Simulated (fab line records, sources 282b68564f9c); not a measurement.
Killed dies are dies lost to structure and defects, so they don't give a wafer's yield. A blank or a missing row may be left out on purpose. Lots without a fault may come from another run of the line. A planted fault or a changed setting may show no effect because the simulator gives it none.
A struck lot beside a sound one | flow rit_cmos | 44 steps out of a route of 202
Sound: wafers L863.1, L863.3, L863.5. Struck: wafers L868.1, L868.3, L868.4. The cause comes at the end.
At each step with rows: each side's tool, then ch and its chambers, then its first start. Under that, the readings that differ: sound wafers | struck wafers | difference of the means | sigmas: that difference in standard deviations of wafers without a fault.
alike: readings whose means differ by less than 2 such deviations, and words and numbers that are the same on both sides. not compared: withheld readings, readings that some wafer has no value for, bounds like >300 that may hide the same value, and numbers for which the record gives no deviation and whose values overlap.
The two part at a step that has a row with sigmas, a row that says differs or no value, or rows on one side only. Numbers that don't overlap but have no deviation are shown without sigmas and don't part them. A reading that every wafer of one side lacks parts them only if that side has two wafers or more.

first, 4 steps without rows for these wafers: RIT_PLDD_SOFTBAKE_02 (time 60 s); RIT_PLDD_EXPOSE_03 (exposes mask M8, target cd 40900 nm); RIT_PLDD_PEB_04; RIT_PLDD_DEVELOP_05 (develop time 50 s).
RIT_PLDD_OVL_MEAS_06:
  sound on overlay-01, day 3 20:44; struck on overlay-02, day 4 22:05
  alike: PLDD_OVL
then, 2 steps without rows for these wafers: RIT_PLDD_HARDBAKE_07 (time 60 s); RIT_PLDD_IMPLANT_08.
RIT_PLDD_STRIP_09: strips in O2, time 180 s.
  sound on plasma_asher-03 ch 0,1, day 3 21:05; struck on plasma_asher-04 ch 0,1, day 4 22:26
  reading                     | sound       | struck      | difference | sigmas
  drypump_motor_current_A (A) | 6.4 6.7 6.4 | 4.9 4.9 5.4 | -1.4       | -2
  not compared: rf_hours_counter_h
RIT_PLDD_TW_MEAS_10:
  sound on film_metro-02, day 3 21:16; struck on film_metro-03, day 4 22:36
  alike: PLDD_TW
then, 3 steps without rows for these wafers: RIT_SPACER_CLEAN_00 (cleans in SC1, time 600 s); RIT_SPACER_CLEAN_01 (cleans in dHF, time 28.53 s); RIT_SPACER_CLEAN_02 (cleans in SC2, time 600 s).
RIT_SPACER_CVD_03: deposits Si3N4 from SiH2Cl2/NH3, target thk 250 nm, time 3300 s.
  sound on lpcvd-02 ch 1, day 3 21:43; struck on lpcvd-01 ch 0, day 4 23:02
  reading                                  | sound             | struck            | difference | sigmas
  model.Si3N4_of_SPACER_CVD_03.thk_nm (nm) | 250.4 246.6 246.7 | 267.6 265.8 269.7 | +19.8      |
  alike: spike_tc_centre_C, spike_tc_source_C, zone_power_load_pct
RIT_SPACER_THK_MEAS_04:
  sound on film_metro-02, day 4 00:35; struck on film_metro-01, day 5 00:57
  reading                 | sound             | struck            | difference | sigmas
  SPACER_NITRIDE_THK (nm) | 250.5 246.7 246.7 | 267.6 266.0 269.7 | +19.8      | +8
RIT_SPACER_ETCHBACK_05: etches Si3N4 in SF6/CHF3, stops on SiO2, target depth 250 nm, time 240 s.
  sound on rie_diel-02 ch 1,2,3, day 4 00:39; struck on rie_diel-03 ch 0,1,3, day 5 01:01
  reading                  | sound             | struck            | difference | sigmas
  oes_product_au (a.u.)    | 0.836 0.845 0.848 | 0.886 0.862 0.923 | +0.047     | +4
  model.etch.depth_nm (nm) | 250.4 246.6 246.7 | 267.6 265.8 269.7 | +19.8      |
  alike: drypump_motor_current_A, throttle_valve_pct
  not compared: rf_hours_counter_h
then, 6 steps without rows for these wafers: RIT_NSD_HMDS_00 (prime time 60 s); RIT_NSD_COAT_01 (resist thk 1000 nm); RIT_NSD_SOFTBAKE_02 (time 60 s); RIT_NSD_EXPOSE_03 (exposes mask M9, target cd 40700 nm); RIT_NSD_PEB_04; RIT_NSD_DEVELOP_05 (develop time 50 s).
RIT_NSD_OVL_MEAS_06:
  sound on overlay-02, day 4 01:52; struck on overlay-01, day 5 02:01
  alike: NSD_OVL
then, 2 steps without rows for these wafers: RIT_NSD_HARDBAKE_07 (time 60 s); RIT_NSD_IMPLANT_08.
RIT_NSD_STRIP_09: strips in O2, time 180 s.
  sound on plasma_asher-03 ch 0,1, day 4 02:13; struck on plasma_asher-02 ch 0,1, day 5 02:20
  alike: drypump_motor_current_A
  not compared: rf_hours_counter_h
RIT_NSD_TW_MEAS_10:
  sound on film_metro-03, day 4 02:23; struck on film_metro-03, day 5 02:31
  alike: NSD_TW
then, 6 steps without rows for these wafers: RIT_PSD_HMDS_00 (prime time 60 s); RIT_PSD_COAT_01 (resist thk 1000 nm); RIT_PSD_SOFTBAKE_02 (time 60 s); RIT_PSD_EXPOSE_03 (exposes mask M10, target cd 40900 nm); RIT_PSD_PEB_04; RIT_PSD_DEVELOP_05 (develop time 50 s).
RIT_PSD_OVL_MEAS_06:
  sound on overlay-02, day 4 03:21; struck on overlay-02, day 5 03:33
  alike: PSD_OVL
then, 2 steps without rows for these wafers: RIT_PSD_HARDBAKE_07 (time 60 s); RIT_PSD_IMPLANT_08.
RIT_PSD_STRIP_09: strips in O2, time 180 s.
  sound on plasma_asher-04 ch 0,1, day 4 03:41; struck on plasma_asher-04 ch 0,1, day 5 03:53
  alike: drypump_motor_current_A
  not compared: rf_hours_counter_h
RIT_PSD_TW_MEAS_10:
  sound on film_metro-04, day 4 03:52; struck on film_metro-02, day 5 04:04
  alike: PSD_TW
then, 3 steps without rows for these wafers: RIT_SDANNEAL_CLEAN_00 (cleans in SC1, time 600 s); RIT_SDANNEAL_CLEAN_01 (cleans in dHF, time 30 s); RIT_SDANNEAL_CLEAN_02 (cleans in SC2, time 600 s).
RIT_SDANNEAL_RTA_03: time 5 s.
  sound on rtp_anneal-02 ch 0, day 4 04:20; struck on rtp_anneal-01 ch 0, day 5 04:31
  alike: ramp_up_c_per_s, wafer_temp_C_max
RIT_SDANNEAL_RS_MEAS_04: measures by four-point-probe.
  sound on film_metro-03, day 4 04:23; struck on film_metro-02, day 5 04:35
  alike: PSD_RS
RIT_SILICIDE_WET_ETCH_00: etches SiO2 in BOE, target depth 14 nm, time 15 s.
  sound on wet_bench-01 ch 3, day 4 04:52; struck on wet_bench-01 ch 3, day 5 05:04
  reading                                  | sound             | struck          | difference | sigmas
  model.Si3N4_of_SPACER_CVD_03.thk_nm (nm) | 194.7 191.6 192.2 | 208 206.7 209.9 | +15        |
  alike: bath_heat_duty_pct
RIT_M1_PROBE_99:
  sound on prober-02, day 4 12:16; struck on prober-01, day 5 11:58
  reading                                | sound             | struck            | difference | sigmas
  killed_at_M0_to_M3                     | 0 0 0             | 1 0 0             | +0         | +2
  model.etest.nmos_0p15.r_on_ohm_um      | 1163 1167 1163    | 1111 1125 1126    | -44        |
  model.etest.pplus_sal.width_nm (nm)    | 3437 3439 3438    | 3426 3410 3389    | -30        |
  model.etest.pwell_pinched.rs_ohm_sq    | 459.5 463.3 465.2 | 447.2 446.8 440.2 | -17.9      |
  model.etest.nwell_pinched.rs_ohm_sq    | 337.4 337.8 336.9 | 329.7 331.2 331   | -6.7       |
  model.etest.diode_pplus_nwell.bv_v (V) | 6.65 6.645 6.593  | 6.525 6.472 6.503 | -0.129     |
  alike: killed_at_contacts, killed_at_front_end, killed_dies, killed_open, killed_short
  not compared: model.etest.nplus_sal.width_nm, model.etest.contact_nplus.end_ohm_um, model.etest.diode_nplus_comb.leak_log10_a_cm2

WHERE THEY PART
First at RIT_PLDD_STRIP_09; last, within this record, at RIT_M1_PROBE_99.

WHY: what the simulator had put in
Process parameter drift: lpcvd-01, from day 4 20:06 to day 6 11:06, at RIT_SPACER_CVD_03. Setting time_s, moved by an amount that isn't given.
